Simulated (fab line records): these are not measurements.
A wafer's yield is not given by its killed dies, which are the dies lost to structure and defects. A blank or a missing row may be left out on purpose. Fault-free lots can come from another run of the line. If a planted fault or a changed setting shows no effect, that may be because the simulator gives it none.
Split-lot experiment | flow berkeleyCmos170 | 23 wafers read from 5 lots, route of 331 steps

SPLIT DETAILS
At UCB170_CONTACT_PEB_13, the setting pebTempC was moved away from the recipe's 130 C on 6 of the 23 wafers read, by -2.2% to +2.3%. All remaining wafers had this setting at the recipe value.

FROM THE SPLIT TO THE READING: what the file shows between them, 5 steps
- UCB170_CONTACT_DEVELOP_14: develop time 45 s
- UCB170_CONTACT_CD_MEAS_15: target cd 700 nm
- UCB170_CONTACT_ETCH_17: etches BARC in N2/H2
- UCB170_CONTACT_ETCH_18: etches PSG in CHF3/CF4/Ar, stops on TiSi2, target depth 840 nm, time 195 s
- UCB170_CONTACT_STRIP_19: strips in O2

THE READING
At UCB170_CONTACT_CD_MEAS_90: cdNm in nanometres, against a target cd of 700 nm. Typical for fault-free wafers on this fab line: 699.2 nm, with standard deviation 1.5 nm.

wafer  | tool, chamber at the split | pebTempC as run, C | against the recipe | cdNm, nm | against lot-mates on the recipe
L080.1 | lithoTrack-02, 0           | 130                | recipe             | 699.3    | -
L080.2 | lithoTrack-02, 0           | 130                | recipe             | 698.8    | -
L080.4 | lithoTrack-02, 0           | 127.1              | -2.2%              | 677.1    | -21.8
L080.5 | lithoTrack-02, 0           | 130                | recipe             | 698.6    | -
L080.6 | lithoTrack-02, 0           | 127.1              | -2.2%              | 677.3    | -21.6
L082.2 | lithoTrack-01, 0           | 130                | recipe             | 696.7    | -
L082.3 | lithoTrack-01, 0           | 130                | recipe             | 697.2    | -
L082.6 | lithoTrack-01, 0           | 130                | recipe             | 697.1    | -
L081.1 | lithoTrack-02, 0           | 130                | recipe             | 699.1    | -
L081.2 | lithoTrack-02, 0           | 130                | recipe             | 701.1    | -
L081.3 | lithoTrack-02, 0           | 130                | recipe             | 700.0    | -
L081.4 | lithoTrack-02, 0           | 133                | +2.3%              | 716.5    | +16.4
L081.6 | lithoTrack-02, 0           | 133                | +2.3%              | 716.6    | +16.5
L085.1 | lithoTrack-03, 0           | 130                | recipe             | 701.5    | -
L085.2 | lithoTrack-03, 0           | 130                | recipe             | 699.5    | -
L085.3 | lithoTrack-03, 0           | 132.5              | +1.9%              | 713.9    | +14.2
L085.4 | lithoTrack-03, 0           | 132.5              | +1.9%              | 714.1    | +14.4
L085.6 | lithoTrack-03, 0           | 130                | recipe             | 698.1    | -
L084.1 | lithoTrack-02, 0           | 130                | recipe             | 699.2    | -
L084.2 | lithoTrack-02, 0           | 130                | recipe             | 697.7    | -
L084.3 | lithoTrack-02, 0           | 130                | recipe             | 699.3    | -
L084.4 | lithoTrack-02, 0           | 130                | recipe             | 699.4    | -
L084.5 | lithoTrack-02, 0           | 130                | recipe             | 700.2    | -

FIT RESULTS
A straight line over all 23 wafers: cdNm changes by +8.51 nm for each +1% of pebTempC; r = +0.99; the points scatter about the line by 1.5 nm.
The same after taking each lot's own level away (the mean of its wafers on the recipe; 23 wafers): +8.23 nm for each +1%; r = +0.99; scatter 1.4 nm.
That fit puts the effect of the largest move of pebTempC on the reading at 19 nm.
From 697.00 to 700.07 nm: that is the span of the lots' own levels, equal to 2.0 times the standard deviation above.
The two slopes agree, so the slope changes little with the lot-to-lot level.
Check: for one of the wafers moved furthest among these (+2.3%), held out of the fit, the line's prediction against its lot-mates is +18.9 nm. Against them it came out at +16.4 nm.

THESE WAFERS: OTHER SPLITS
These wafers also went through other splits before the reading. Each is held against what the fit with the lots' levels taken away leaves over:
other split on the same wafers     | wafers away from the commonest value | r with cdNm (lot level and that fit taken away)
UCB170_NLDD_PEB_04 pebTempC        | 10                                   | +0.13
UCB170_SPACER_CVD_00 timeS         | 5                                    | -0.04
UCB170_PSD_IMPLANT_08 doseCm2      | 10                                   | -0.28
UCB170_NSD_IMPLANT_08 tiltDeg      | 10                                   | +0.28
UCB170_SILICIDE_SPUTTER_01 powerW  | 8                                    | -0.13
UCB170_CONTACT_COAT_04 resistThkNm | 9                                    | +0.12

THE WHOLE CHAIN: every reading that the file lists as answering this split, in the file's order
step                      | what it does                                                               | reading                                                       | change (the file's fit)              | r (the file's)
UCB170_CONTACT_CD_MEAS_15 | target cd 700 nm                                                           | cdNm                                                          | +8.2 nm for each +1% of the setting  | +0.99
UCB170_CONTACT_ETCH_17    | etches BARC in N2/H2                                                       | CONTACT.cdNm (the simulator's own value, which no gauge read) | +8.39 nm for each +1% of the setting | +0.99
UCB170_CONTACT_ETCH_18    | etches PSG in CHF3/CF4/Ar, stops on TiSi2, target depth 840 nm, time 195 s | CONTACT.cdNm (the simulator's own value, which no gauge read) | +8.13 nm for each +1% of the setting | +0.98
UCB170_CONTACT_CD_MEAS_90 | target cd 700 nm                                                           | cdNm                                                          | +8.14 nm for each +1% of the setting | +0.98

THE FILE'S OWN FIT
cdNm changes by +8.14 nm for each +1% of pebTempC, r = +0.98.
